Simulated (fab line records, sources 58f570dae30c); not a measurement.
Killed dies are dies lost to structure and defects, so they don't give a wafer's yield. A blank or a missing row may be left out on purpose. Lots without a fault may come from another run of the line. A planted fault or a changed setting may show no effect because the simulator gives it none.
Problem report in the 8D (eight disciplines) form, filled by code | flow berkeley_cmos170 | the parts of the form that need people (team, actions taken, sign-off) are left out

1. THE PROBLEM
V1_POLISHED_THK at UCB170_V1_THK_MEAS_04 reads a mean of 1351.5 nm on 1 wafer of 1 lot; wafers without a fault read 1000.2 nm with a standard deviation of 1.2. That is +99 or more standard deviations from the usual mean.
First seen on wafer L178.2, day 11 01:08, on film_metro-02. The record holds 39 wafers of 13 lots with a number at this step. Rule for "out", or "out of limits": more than 4 standard deviations from the usual mean. The other wafers with a number count as sound.

2. WHAT IT IS AND WHAT IT IS NOT
question                    | is                | is not
which readings at this step | V1_POLISHED_THK   | -
which lots                  | L178              | L160, L162, L164, L165, L167, L168, L169, L170, L172, L180, L181, L182
which wafers of those lots  | L178.2            | L178.1, L178.4
read on which gauges        | film_metro-02     | film_metro-03, film_metro-04
when                        | from day 11 01:08 | up to then (29 sound wafers); but 9 sound wafers of L180, L181, L182 came after

3. SUSPECTS, AND WHAT RULES EACH OUT
Counting: a tool at a process step up to the reading stays a suspect if it ran every lot that is out. Sound lots after the first of them don't rule it out here, since some wafers of a struck lot are sound.
- the gauge at UCB170_V1_THK_MEAS_04: ruled out. All the wafers that are out were read on film_metro-02, but those of them that UCB170_V1_ETCH_14 has rows for are out there too, on other tools.
- rtp_anneal-01 at UCB170_SILICIDE_RTA_04 (time 15 s): kept. It ran the lot that is out, L178 (day 10 11:29); its last sound lot up to then is L172 (day 10 00:37).
- plasma_asher-04 at UCB170_CONTACT_STRIP_06 (strips in O2): kept. It ran the lot that is out, L178 (day 10 15:23); its last sound lot up to then is L170 (day 9 15:53).
- rtp_anneal-02 at UCB170_CONTACT_RTA_08 (time 10 s): kept. It ran the lot that is out, L178 (day 10 15:41); its last sound lot up to then is L172 (day 10 03:47).
- cmp-02 at UCB170_V1_CMP_02 (polishes SiO2): kept. It ran the lot that is out, L178 (day 11 00:43); its last sound lot up to then is L170 (day 10 01:34).
- Within cmp-02 at UCB170_V1_CMP_02: the wafers that are out ran in chamber 0; their sound lot-mates ran in chambers 1, 2.
Left after counting: rtp_anneal-01 at UCB170_SILICIDE_RTA_04, plasma_asher-04 at UCB170_CONTACT_STRIP_06, rtp_anneal-02 at UCB170_CONTACT_RTA_08, cmp-02 at UCB170_V1_CMP_02.

4. THE CAUSE (what the simulator had put in)
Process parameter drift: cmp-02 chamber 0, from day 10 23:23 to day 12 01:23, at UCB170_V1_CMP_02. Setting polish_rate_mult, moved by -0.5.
Counting left 4 suspects, and this tool is among them.

5. THE CHAIN OF EFFECTS, in route order
Each row: a reading whose mean over the struck wafers that have a number lies more than 3 standard deviations from the usual. Only readings for which the record gives a usual standard deviation are gone through. hours: the time from each lot's start at the first step in this table that gives one to its start at this step, as a median over the lots. sigmas: the change in usual standard deviations.
hours | step                  | reading         | usual      | on struck wafers | change | sigmas
0     | UCB170_V1_THK_MEAS_04 | V1_POLISHED_THK | 1000.2 nm  | 1351.5           | +351.3 | +99 or more
1     | UCB170_V1_ETCH_14     | oes_product_au  | 0.870 a.u. | 1.011            | +0.141 | +11
The process steps in it:
- UCB170_V1_ETCH_14: etches SiO2 in CHF3/CF4/Ar, stops on Al, target depth 1250 nm, time 291 s.

6. WHAT WOULD HAVE CAUGHT IT SOONER
In this record the first reading out of limits at a measuring or inspecting step was taken at day 11 01:08, 2 hours after the fault began at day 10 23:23.
Of the tool readings at UCB170_V1_CMP_02 for which the record gives a usual standard deviation, none was out on any struck wafer, so an alarm limit of 4 standard deviations on them would not have fired.
All the lots that are out (1) had begun UCB170_V1_CMP_02 on cmp-02 by day 11 01:08. A hold on the tool at that time would have spared none of them.
